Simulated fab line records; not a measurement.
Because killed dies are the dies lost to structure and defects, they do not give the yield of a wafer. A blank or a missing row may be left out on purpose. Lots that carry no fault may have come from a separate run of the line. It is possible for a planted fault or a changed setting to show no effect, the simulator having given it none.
Struck lot and sound lot, side by side	flow rit-cmos	45 steps out of a route of 202
Sound: wafers L730.1, L730.3, L730.4. Wafers L724.1, L724.3, L724.4 were the ones struck. Last of all comes the cause.
Order at every step that has rows: each side's tool, ch and its chambers, its first start. Under that, the readings that differ: sound wafers	struck wafers	difference of the means	sigmas: that difference in standard deviations of wafers without a fault.
alike: readings with means less than 2 such deviations apart, plus words and numbers identical on both sides. not compared: withheld readings, readings lacking a value on some wafer, bounds such as >300 that could conceal the same value, and numbers that have no deviation in the record and whose values overlap.
The two part at a step that has a row with sigmas, a row that says differs or no value, or rows on one side only. Numbers that have no deviation but don't overlap get no sigmas and don't part them. A reading that every wafer of one side lacks parts them only if that side has two wafers or more.

first, 1 step without rows for these wafers: RIT_ACTIVE_DEVELOP_10 (develop time 50 s).
RIT_ACTIVE_CD_MEAS_11 targets a cd of 1400 nm.
  struck on cd-sem-01, day 3 21:35; sound on cd-sem-01, day 5 03:26
  alike: cd-nm
then, 1 step without rows for these wafers: RIT_ACTIVE_HARDBAKE_12 (time 60 s).
RIT_ACTIVE_ETCH_13: etches Si3N4 in SF6, stops on SiO2, time 210 s, target depth 210 nm.
  sound on rie-diel-03 ch 1,2,3, day 5 03:43; struck on rie-diel-04 ch 1,2,3, day 3 21:52
  alike: drypump-motor-current-A, oes-product-au, throttle-valve-pct
  not compared: rf-hours-counter-h
RIT_ACTIVE_STRIP_14: strips in O2, time 180 s.
  sound on plasma-asher-02 ch 0,1, day 5 03:50; struck on plasma-asher-02 ch 0,1, day 3 21:59
  alike: drypump-motor-current-A
  not compared: rf-hours-counter-h
RIT_ACTIVE_CD_MEAS_90 targets a cd of 1400 nm.
  struck on cd-sem-01, day 3 22:10; sound on cd-sem-02, day 5 04:01
  alike: cd-nm
then, 4 steps without rows for these wafers: RIT_ACTIVE_CLEAN_15 (cleans in SC1, time 600 s); RIT_ACTIVE_CLEAN_16 (cleans in dHF, time 30 s); RIT_ACTIVE_CLEAN_17 (cleans in SC2, time 600 s); RIT_FOX1_OXIDATION_00 (target thk 350.7 nm, ox time 1130 s).
RIT_FOX1_THK_MEAS_01:
  struck on film-metro-01, day 4 01:23; sound on film-metro-02, day 5 08:02
  alike: FOX1_OXIDE_THK
then, 1 step without rows for these wafers: RIT_FOX1_WET_ETCH_02 (etches SiO2 in BOE, target depth 350 nm, time 390 s).
RIT_FOX2_OXIDATION_00: target thk 350.7 nm, ox time 1130 s.
  sound on furnace-04 ch 0, day 5 08:13; struck on furnace-03 ch 0, day 4 01:40
reading	sound	struck	difference	sigmas
spike-tc-centre-C (C)	1100.2 1101.7 1101.4	1118.6 1117.9 1119.0	+17.4	+12
spike-tc-load-C (C)	1128.8 1125.3 1126.5	1145.3 1147.0 1146.6	+19.4	+8
spike-tc-source-C (C)	1121.8 1121.4 1121.2	1140.3 1137.3 1138.4	+17.2	+6
tube-center-temp-C (C)	1099.9 1100.2 1100.1	1115 1114.9 1115	+15	+99 or more
tube_center_temp_C_max	1103.1 1102.9 1103.0	1117.8 1117.1 1117.8	+14.6	+29
zone-power-centre-pct (%)	64 64 64	45 45 46	-19	-2
model.SiO2_of_FOX2_OXIDATION_00.thk-nm (nm)	355.2 353 350.4	375.3 377.8 377.3	+23.9	
RIT_FOX2_THK_MEAS_01:
  struck on film-metro-02, day 4 02:59; sound on film-metro-04, day 5 09:32
reading	sound	struck	difference	sigmas
FOX2_OXIDE_THK (nm)	355 353 351	375 378 378	+24	+3
then, 2 steps without rows for these wafers: RIT_FOX2_CLEAN_02 (cleans in dHF, time 180 s); RIT_FOX2_WET_ETCH_03 (etches Si3N4 in H3PO4, target depth 195 nm, time 2700 s).
RIT_FOX2_THK_MEAS_90:
  struck on film-metro-02, day 4 03:52; sound on film-metro-04, day 5 10:25
reading	sound	struck	difference	sigmas
FIELD_OXIDE_LEFT_1_THK (nm)	327 325 322	348 351 350	+25	+3
then, 6 steps without rows for these wafers: RIT_NWELL_HMDS_00 (prime time 60 s); RIT_NWELL_COAT_01 (resist thk 1300 nm); RIT_NWELL_SOFTBAKE_02 (time 60 s); RIT_NWELL_EXPOSE_03 (exposes mask M2, target cd 43900 nm); RIT_NWELL_PEB_04; RIT_NWELL_DEVELOP_05 (develop time 68 s).
RIT_NWELL_OVL_MEAS_06:
  struck on overlay-02, day 4 04:56; sound on overlay-01, day 5 11:29
  alike: NWELL_OVL
then, 2 steps without rows for these wafers: RIT_NWELL_HARDBAKE_07 (time 120 s); RIT_NWELL_IMPLANT_08.
RIT_NWELL_STRIP_09: strips in O2, time 180 s.
  sound on plasma-asher-03 ch 0,1, day 5 11:55; struck on plasma-asher-04 ch 0,1, day 4 05:22
  alike: drypump-motor-current-A
  not compared: rf-hours-counter-h
RIT_NWELL_TW_MEAS_10:
  struck on film-metro-02, day 4 05:32; sound on film-metro-04, day 5 12:05
  alike: NWELL_TW
then, 6 steps without rows for these wafers: RIT_PWELL_HMDS_00 (prime time 60 s); RIT_PWELL_COAT_01 (resist thk 1300 nm); RIT_PWELL_SOFTBAKE_02 (time 60 s); RIT_PWELL_EXPOSE_03 (exposes mask M3, target cd 43700 nm); RIT_PWELL_PEB_04; RIT_PWELL_DEVELOP_05 (develop time 68 s).
RIT_PWELL_OVL_MEAS_06:
  struck on overlay-01, day 4 06:43; sound on overlay-01, day 5 13:10
  alike: PWELL_OVL
then, 2 steps without rows for these wafers: RIT_PWELL_HARDBAKE_07 (time 120 s); RIT_PWELL_IMPLANT_08.
RIT_PWELL_STRIP_09: strips in O2, time 180 s.
  sound on plasma-asher-02 ch 0,1, day 5 13:35; struck on plasma-asher-02 ch 0,1, day 4 07:09
  alike: drypump-motor-current-A
  not compared: rf-hours-counter-h
RIT_PWELL_TW_MEAS_10:
  struck on film-metro-03, day 4 07:20; sound on film-metro-02, day 5 13:46
  alike: PWELL_TW
then, 1 step without rows for these wafers: RIT_WELLDRIVE_ANNEAL_00 (time 14700 s).
RIT_WELLDRIVE_RS_MEAS_01: a four-point-probe measurement.
  struck on film-metro-04, day 4 12:28; sound on film-metro-03, day 5 19:06
  alike: NWELL_RS
RIT_WELLDRIVE_RS_MEAS_02: a four-point-probe measurement.
  struck on film-metro-04, day 4 12:35; sound on film-metro-03, day 5 19:13
  alike: PWELL_RS
RIT_FOX2_THK_MEAS_91:
  struck on film-metro-01, day 4 16:32; sound on film-metro-02, day 5 22:59
reading	sound	struck	difference	sigmas
FIELD_OXIDE_LEFT_2_THK (nm)	260 257 255	279 282 282	+24	+3
RIT_SILICIDE_WET_ETCH_00: etches SiO2 in BOE, target depth 14 nm, time 15 s.
  sound on wet-bench-03 ch 0, day 6 22:14; struck on wet-bench-02 ch 1, day 5 11:08
reading	sound	struck	difference	sigmas
model.SiO2_of_FOX2_OXIDATION_00.thk-nm (nm)	153.7 152.3 149.6	173.8 176.9 175.3	+23.5	
RIT_M1_PROBE_99:
  struck on prober-01, day 5 18:04; sound on prober-01, day 7 05:07
  alike: killed-at-contacts, killed-at-front-end, killed-dies, killed-on-rim, killed-open, killed-short

== WHERE THEY PART ==
At RIT_FOX2_OXIDATION_00 first; at RIT_FOX2_THK_MEAS_91 last (within this record only). Later steps at which nothing parts them and some readings are alike: RIT_M1_PROBE_99.

WHY: what the simulator had put in
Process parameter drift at RIT_FOX2_OXIDATION_00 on furnace-03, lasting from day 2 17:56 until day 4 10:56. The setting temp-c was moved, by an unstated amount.
